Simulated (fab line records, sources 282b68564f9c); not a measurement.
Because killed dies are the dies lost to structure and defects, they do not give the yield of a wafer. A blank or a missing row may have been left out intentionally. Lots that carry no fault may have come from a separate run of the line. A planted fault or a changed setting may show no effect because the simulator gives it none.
A struck lot beside a sound one | flow rit_cmos | 44 steps out of a route of 202
Sound: these wafers, L455.1, L455.4, L455.5. Wafers L475.2, L475.4, L475.5 were the ones struck. At the end, the cause is stated.
Each step with rows lists, per side, the tool, then ch with its chambers, then its first start. Under that, the readings that differ: sound wafers | struck wafers | difference of the means | sigmas: that difference in standard deviations of wafers without a fault.
alike: readings whose means differ by less than 2 such deviations, and words and numbers that are the same on both sides. not compared: withheld readings, readings that some wafer has no value for, bounds like >300 that may hide the same value, and numbers for which the record gives no deviation and whose values overlap.
The two part at a step that has a row with sigmas, a row that says differs or no value, or rows on one side only. When numbers do not overlap yet have no deviation, they are printed without sigmas and do not part them. A reading that every wafer of one side lacks parts them only if that side has two wafers or more.

first, 3 steps without rows for these wafers: RIT_REOX_CLEAN_01 (cleans in dHF, time 30 s); RIT_REOX_CLEAN_02 (cleans in SC2, time 600 s); RIT_REOX_OXIDATION_03 (target thk 25.2 nm, ox time 5580 s).
RIT_REOX_THK_MEAS_04:
  sound: film_metro-04 at day 3 14:11; struck: film_metro-04 at day 7 16:59
  alike: REOX_OXIDE_THK
then, 6 steps without rows for these wafers: RIT_NLDD_HMDS_00 (prime time 60 s); RIT_NLDD_COAT_01 (resist thk 1000 nm); RIT_NLDD_SOFTBAKE_02 (time 60 s); RIT_NLDD_EXPOSE_03 (exposes mask M7, target cd 40700 nm); RIT_NLDD_PEB_04; RIT_NLDD_DEVELOP_05 (develop time 50 s).
RIT_NLDD_OVL_MEAS_06:
  sound: overlay-01 at day 3 15:06; struck: overlay-01 at day 7 17:53
  alike: NLDD_OVL
then, 1 step without rows for these wafers: RIT_NLDD_HARDBAKE_07 (time 60 s).
RIT_NLDD_IMPLANT_08:
  sound on implanter-03 ch 0, day 3 15:17; struck on implanter-03 ch 0, day 7 18:05
  reading            | sound                        | struck                        | difference | sigmas
  dose_ions_cm2      | 4.995e+14 5.002e+14 4.99e+14 | 4.618e+14 4.611e+14 4.612e+14 | -3.820e+13 | -71
  faraday_current_uA | 1532 1613 1556               | 1414 1461 1455                | -124       | -4
RIT_NLDD_STRIP_09: strips in O2, time 180 s.
  sound on plasma_asher-01 ch 0,1, day 3 15:26; struck on plasma_asher-04 ch 0,1, day 7 18:13
  alike: drypump_motor_current_A
  not compared: rf_hours_counter_h
RIT_NLDD_TW_MEAS_10:
  sound: film_metro-03 at day 3 15:37; struck: film_metro-02 at day 7 18:24
  alike: NLDD_TW
then, 6 steps without rows for these wafers: RIT_PLDD_HMDS_00 (prime time 60 s); RIT_PLDD_COAT_01 (resist thk 1000 nm); RIT_PLDD_SOFTBAKE_02 (time 60 s); RIT_PLDD_EXPOSE_03 (exposes mask M8, target cd 40900 nm); RIT_PLDD_PEB_04; RIT_PLDD_DEVELOP_05 (develop time 50 s).
RIT_PLDD_OVL_MEAS_06:
  sound: overlay-01 at day 3 16:43; struck: overlay-02 at day 7 19:19
  alike: PLDD_OVL
then, 2 steps without rows for these wafers: RIT_PLDD_HARDBAKE_07 (time 60 s); RIT_PLDD_IMPLANT_08.
RIT_PLDD_STRIP_09: strips in O2, time 180 s.
  sound on plasma_asher-03 ch 0,1, day 3 17:04; struck on plasma_asher-02 ch 0,1, day 7 19:38
  alike: drypump_motor_current_A
  not compared: rf_hours_counter_h
RIT_PLDD_TW_MEAS_10:
  sound: film_metro-01 at day 3 17:14; struck: film_metro-03 at day 7 19:49
  reading | sound          | struck         | difference | sigmas
  PLDD_TW | 2386 2386 2377 | 2308 2317 2328 | -65        | -3
then, 4 steps without rows for these wafers: RIT_SPACER_CLEAN_00 (cleans in SC1, time 600 s); RIT_SPACER_CLEAN_01 (cleans in dHF, time 30 s); RIT_SPACER_CLEAN_02 (cleans in SC2, time 600 s); RIT_SPACER_CVD_03 (deposits Si3N4 from SiH2Cl2/NH3, target thk 250 nm, time 3300 s).
RIT_SPACER_THK_MEAS_04:
  sound: film_metro-02 at day 3 19:35; struck: film_metro-02 at day 8 00:35
  alike: SPACER_NITRIDE_THK
RIT_SPACER_ETCHBACK_05: etches Si3N4 in SF6/CHF3, stops on SiO2, target depth 250 nm, time 240 s.
  sound on rie_diel-02 ch 0,2, day 3 19:38; struck on rie_diel-03 ch 0,2,3, day 8 00:38
  alike: drypump_motor_current_A, oes_product_au, throttle_valve_pct
  not compared: rf_hours_counter_h
then, 6 steps without rows for these wafers: RIT_NSD_HMDS_00 (prime time 60 s); RIT_NSD_COAT_01 (resist thk 1000 nm); RIT_NSD_SOFTBAKE_02 (time 60 s); RIT_NSD_EXPOSE_03 (exposes mask M9, target cd 40700 nm); RIT_NSD_PEB_04; RIT_NSD_DEVELOP_05 (develop time 50 s).
RIT_NSD_OVL_MEAS_06:
  sound: overlay-01 at day 3 20:46; struck: overlay-02 at day 8 01:49
  alike: NSD_OVL
then, 2 steps without rows for these wafers: RIT_NSD_HARDBAKE_07 (time 60 s); RIT_NSD_IMPLANT_08.
RIT_NSD_STRIP_09: strips in O2, time 180 s.
  sound on plasma_asher-03 ch 0, day 3 21:07; struck on plasma_asher-01 ch 0, day 8 02:09
  reading                     | sound       | struck      | difference | sigmas
  drypump_motor_current_A (A) | 4.8 4.8 4.8 | 5.7 5.8 5.8 | +1.0       | +2
  not compared: rf_hours_counter_h
RIT_SDANNEAL_RS_MEAS_07: the measuring method here is four-point-probe.
  sound: film_metro-03 at day 3 23:41; struck: film_metro-03 at day 8 04:44
  reading          | sound             | struck            | difference | sigmas
  NLDD_RS (ohm/sq) | 151.2 151.0 150.8 | 162.3 161.6 162.0 | +11.0      | +26
RIT_M1_PROBE_99:
  sound: prober-02 at day 4 06:55; struck: prober-01 at day 8 11:49
  reading                               | sound                | struck               | difference | sigmas
  model.etest.nldd.rs_ohm_sq            | 380 381.3 382.3      | 414 409.6 406.9      | +29        |
  model.etest.nmos_turned.drive_ua_um   | 317.8 310.9 309.9    | 273.2 281.5 277.2    | -35.6      |
  model.etest.nldd.line_ohm_um          | 119.2 119.7 118.9    | 129.8 129.6 129.7    | +10.4      |
  model.etest.nmos_turned.overlap_ff_um | 0.3689 0.3588 0.3615 | 0.3401 0.3438 0.3434 | -0.0206    |
  model.etest.nmos_0p15.overlap_ff_um   | 0.243 0.2398 0.2389  | 0.2236 0.2256 0.2223 | -0.0167    |
  alike: killed_at_contacts, killed_at_front_end, killed_dies, killed_open, killed_short

## WHERE THEY PART
Earliest at RIT_NLDD_IMPLANT_08; latest, in this record, at RIT_SDANNEAL_RS_MEAS_07. Later steps at which nothing parts them and some readings are alike: RIT_M1_PROBE_99.

WHY: the cause the simulator had injected
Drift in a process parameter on implanter-03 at RIT_NLDD_IMPLANT_08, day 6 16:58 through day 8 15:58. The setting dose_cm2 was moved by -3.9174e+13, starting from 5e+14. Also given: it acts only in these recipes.
